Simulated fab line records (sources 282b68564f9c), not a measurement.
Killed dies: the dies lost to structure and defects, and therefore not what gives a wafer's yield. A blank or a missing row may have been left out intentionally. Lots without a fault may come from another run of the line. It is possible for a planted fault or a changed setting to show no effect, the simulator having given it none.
fab line records	flow rit_cmos
[record] lots = 5	wafers = 23
route steps=202 shown M1@196
start_h: hours from the record's opening day to when the first of the lot's shown wafers began	wait_h: hours since the lot's step before	" same as the row above	L1.1+2: a row that stands for several wafers	- no value present, or no start provided	* or withheld: withheld	< > ~ a bound
route shown NAME@n: names a module that has steps shown in the file, with the first one's number in the route	usual: mean and standard deviation over wafers with no fault	same: alike in all rows	chamber/n: place in a boat	sites: the reading at each site	_std_site: the values' standard deviation	_edge_site: inner sites' mean taken away from outer sites' mean	radius_mm: for every site, how far away it sits from the centre of the wafer	mask NAME#n: copy n	behind: the last tool/chamber to shape the wafer	hold: why the lot was held/for how many hours/how that ended	device: which transistor (n, p or np) failed to switch	end of line: the tests these same wafers got at the end of their route	step lacking rows: just its recipe	killed: dies lost to structure and defects at the first sort, not the wafer's yield	map: shows each die of a wafer: x if killed, . if not, _ if none is there
set.NAME: setting as actually run; set.NAME@STEP: the setting as run at that earlier step	model.NAME: the simulator's own value behind a step, which no gauge read
lots run with intentionally changed settings; tables by step, rows by wafer
[[steps]]
[step RIT_M1_METAL_ETCH_12]
[recipe] stop_on = SiO2	chemistry = Cl2/BCl3	target = Al	time_s = 165	over_etch_frac = 0.5	pressure_mtorr = 100	target_depth_a = 6000	rf_w = 250	Cl2_flow_sccm = 60	bcl3_flow_sccm = 50
lot.wafer	tool	chamber	start_h	wait_h	set.over_etch_frac	set.dose_mj@M1_EXPOSE_06	model.M1.cd_nm
L077.2	rie_metal-02	1	75.71	0.2	0.5	250	2605
L077.3	"	0	"	"	0.5	250	2603
L077.5	"	0	"	"	0.5	250	2602
L078.1	rie_metal-04	0	83.11	0.2	0.5	250	2598
L078.3	"	0	"	"	0.5634	250	2597
L078.4	"	1	"	"	0.5	250	2597
L078.5	"	1	"	"	0.5634	250	2598
L078.6	"	0	"	"	0.5	250	2599
L082.1+6	rie_metal-02	1	96.07	0.2	0.5	250	2598
L082.2	"	0	"	"	0.3842	250	2602
L082.3	"	1	"	"	0.5	241.1	2607
L082.4	"	0	"	"	0.3842	241.1	2612
L083.2	rie_metal-01	1	104.61	0.2	0.5661	267.1	2576
L083.3	"	1	"	"	0.5661	267.1	2573
L083.4	"	0	"	"	0.5661	250	2589
L083.5	"	0	"	"	0.5	267.1	2571
L083.6	"	1	"	"	0.5	250	2592
L085.1+5	rie_metal-02	0	118.90	0.2	0.5	250	2595
L085.2+4+6	"	1	"	"	0.5	250	2594
[step RIT_M1_STRIP_13]
[recipe] chemistry = nmp	resist = NOVOLAK	temp_c = 80	time_s = 600	dry = n2_spin
[step RIT_M1_STRIP_14]
[recipe] chemistry = O2	time_s = 180	platen_temp_c = withheld	power_w = 500	pressure_mtorr = 4000	o2_flow_sccm = 4000
[step RIT_M1_CD_MEAS_90]
[recipe] target_cd_nm = 2600
[usual] cd_nm = 2599/4
lot.wafer	tool	chamber	start_h	wait_h	set.dose_mj@M1_EXPOSE_06	cd_nm
L077.2	cd_sem-02	-	76.26	0.1	250	2604
L077.3	"	-	"	"	250	2603
L077.5	"	-	"	"	250	2601
L078.1	cd_sem-02	-	83.64	0.1	250	2598
L078.3	"	-	"	"	250	2597
L078.4	"	-	"	"	250	2597
L078.5	"	-	"	"	250	2598
L078.6	"	-	"	"	250	2600
L082.1	cd_sem-01	-	96.58	0.1	250	2598
L082.2	"	-	"	"	250	2602
L082.3	"	-	"	"	241.1	2607
L082.4	"	-	"	"	241.1	2612
L082.6	"	-	"	"	250	2598
L083.2	cd_sem-02	-	105.14	0.1	267.1	2576
L083.3	"	-	"	"	267.1	2573
L083.4	"	-	"	"	250	2589
L083.5	"	-	"	"	267.1	2571
L083.6	"	-	"	"	250	2592
L085.1	cd_sem-02	-	119.41	0.1	250	2596
L085.2	"	-	"	"	250	2594
L085.4	"	-	"	"	250	2593
L085.5	"	-	"	"	250	2595
L085.6	"	-	"	"	250	2594
[step RIT_M1_ANNEAL_15]
[recipe] temp_c = 450	time_s = 1800	ambient = forming_gas_H2N2
[step RIT_M1_PROBE_99]
[usual] killed_at_contacts = 0.1/0.28	killed_at_front_end = 6.1/2.6	killed_dies = 6.2/2.6	killed_open = 3.1/1.8	killed_short = 3.2/2
[same] gross_dies = 264	killed_at_M0_to_M3 = 0	killed_at_M4_up = 0	killed_at_back_side = 0	killed_at_other = 0
lot.wafer	tool	chamber	start_h	wait_h	set.time_s@ACTIVE_SOFTBAKE_07	set.temp_c@GATE_OXIDATION_05	killed_at_contacts	killed_at_front_end	killed_dies	killed_open	killed_short	model.etest.pmos_turned.r_on_ohm_um	model.etest.nmos_0p3.drive_ua_um
L077.2	prober-01	-	78.03	0.1	60	900	0	7	7	1	6	3513	222.7
L077.3	prober-01	-	78.08	0.2	60	900	0	5	5	2	3	3516	216.3
L077.5	prober-01	-	78.18	0.2	60	900	1	5	6	4	2	3512	212.5
L078.1	prober-01	-	85.38	0.1	60	900	0	6	6	3	3	3453	214.7
L078.3	prober-01	-	85.48	0.2	52.69	900	0	4	4	3	1	3601	215.4
L078.4	prober-01	-	85.53	0.2	52.69	900	0	10	10	4	6	3566	219.1
L078.5	prober-01	-	85.58	0.2	52.69	900	0	12	12	3	9	3522	221.1
L078.6	prober-01	-	85.63	0.2	60	900	0	7	7	2	5	3523	220.7
L082.1	prober-01	-	98.32	0.1	60	914.6	0	6	6	3	3	3826	179.7
L082.2	prober-01	-	98.37	0.1	56.87	914.6	0	259	259	3	3	4787	167.7
L082.3	prober-01	-	98.42	0.2	56.87	914.6	0	253	253	5	4	4904	169.4
L082.4	prober-01	-	98.47	0.2	60	914.6	0	8	8	1	7	3715	178.7
L082.6	prober-01	-	98.57	0.2	60	914.6	1	6	7	5	2	3854	176.8
L083.2	prober-02	-	106.91	0.1	60	874.4	0	5	5	1	4	-	-
L083.3	prober-02	-	106.96	0.2	60	874.4	0	9	9	4	3	-	-
L083.4	prober-02	-	107.01	0.2	60	874.4	0	7	7	2	5	-	-
L083.5	prober-02	-	107.06	0.2	60	874.4	0	5	5	3	2	-	-
L083.6	prober-02	-	107.11	0.2	60	874.4	0	2	2	1	1	-	-
L085.1	prober-02	-	121.15	0.1	60	922.5	0	5	5	1	4	3884	160.4
L085.2	prober-02	-	121.20	0.1	60	922.5	0	4	4	2	2	3854	162.9
L085.4	prober-02	-	121.30	0.2	60	922.5	1	5	6	3	3	3821	162.1
L085.5	prober-02	-	121.35	0.2	60	922.5	0	12	12	8	4	3846	161.5
L085.6	prober-02	-	121.40	0.2	60	922.5	0	6	6	3	3	3736	163.3
// killed by level:class
L077.2 SILICIDE:geometric_particle:short=3 FOX1:geometric_particle:short=1 GATE:geometric_particle:short=1 SPACER:geometric_particle:short=1 SPACER:geometric_particle:open=1
L077.3 SILICIDE:geometric_particle:short=2 GATE:geometric_particle:open=1 GATE:geometric_particle:short=1 SILICIDE:geometric_particle:open=1
L077.5 SPACER:geometric_particle:open=2 GATE:geometric_particle:open=1 GATE:geometric_particle:short=1 SILICIDE:geometric_particle:open=1 CONTACT:geometric_particle:short=1
L078.1 GATE:geometric_particle:short=3 GATE:geometric_particle:open=2 FOX1:geometric_particle:open=1
L078.3 SILICIDE:geometric_particle:open=2 GATE:geometric_particle:open=1 GATE:geometric_particle:short=1
L078.4 GATE:geometric_particle:short=6 GATE:geometric_particle:open=2 SPACER:geometric_particle:open=1 SILICIDE:geometric_particle:open=1
L078.5 GATE:geometric_particle:short=6 GATE:geometric_particle:open=3 FOX1:geometric_particle:short=1 FOX2:geometric_particle:short=1 SILICIDE:geometric_particle:short=1
L078.6 GATE:geometric_particle:short=2 SILICIDE:geometric_particle:short=2 GATE:geometric_particle:open=1 REOX:geometric_particle:short=1 REOX:geometric_particle:open=1
L082.1 GATE:geometric_particle:short=2 GATE:geometric_particle:open=1 REOX:geometric_particle:open=1 SILICIDE:geometric_particle:open=1 SILICIDE:geometric_particle:short=1
L082.2 GATE:area_expose=253 GATE:geometric_particle:short=3 GATE:geometric_particle:open=2 REOX:geometric_particle:open=1
L082.3 GATE:area_expose=244 FOX2:geometric_particle:open=2 GATE:geometric_particle:short=2 SILICIDE:geometric_particle:short=2 SILICIDE:geometric_particle:open=2 REOX:geometric_particle:open=1
L082.4 FOX1:geometric_particle:short=2 REOX:geometric_particle:short=2 SILICIDE:geometric_particle:short=2 GATE:geometric_particle:short=1 REOX:geometric_particle:open=1
L082.6 GATE:geometric_particle:open=3 SPACER:geometric_particle:open=1 SILICIDE:geometric_particle:open=1 SILICIDE:geometric_particle:short=1 CONTACT:geometric_particle:short=1
L083.2 GATE:geometric_particle:short=2 REOX:geometric_particle:short=1 SILICIDE:geometric_particle:short=1 SILICIDE:geometric_particle:open=1
L083.3 FOX1:geometric_particle:open=3 GATE:area_expose=2 FOX1:geometric_particle:short=1 GATE:geometric_particle:short=1 SPACER:geometric_particle:open=1 SILICIDE:geometric_particle:short=1
L083.4 SPACER:geometric_particle:short=3 SILICIDE:geometric_particle:short=2 FOX1:geometric_particle:open=1 SPACER:geometric_particle:open=1
L083.5 SPACER:geometric_particle:open=2 SILICIDE:geometric_particle:short=2 GATE:geometric_particle:open=1
L083.6 FOX1:geometric_particle:open=1 GATE:geometric_particle:short=1
L085.1 GATE:geometric_particle:short=3 REOX:geometric_particle:short=1 SILICIDE:geometric_particle:open=1
L085.2 GATE:geometric_particle:short=1 REOX:geometric_particle:short=1 REOX:geometric_particle:open=1 SILICIDE:geometric_particle:open=1
L085.4 GATE:geometric_particle:short=1 REOX:geometric_particle:open=1 REOX:geometric_particle:short=1 SPACER:geometric_particle:open=1 SILICIDE:geometric_particle:short=1 CONTACT:geometric_particle:open=1
L085.5 SILICIDE:geometric_particle:open=4 GATE:geometric_particle:short=3 GATE:geometric_particle:open=2 SPACER:geometric_particle:open=2 SILICIDE:geometric_particle:short=1
L085.6 REOX:geometric_particle:open=2 FOX1:geometric_particle:short=1 GATE:geometric_particle:short=1 REOX:geometric_particle:short=1 SILICIDE:geometric_particle:open=1
[[key]]
[split] step = RIT_M1_METAL_ETCH_12	setting = over_etch_frac	stated = 0.5	by = wafer
response none clear
split outside_this_file step=RIT_ACTIVE_SOFTBAKE_07 setting=time_s
split outside_this_file step=RIT_GATE_OXIDATION_05 setting=temp_c
split outside_this_file step=RIT_M1_EXPOSE_06 setting=dose_mj
// split outside_this_file: this setting was split too, and the file shows its column; the key of that split is in another file
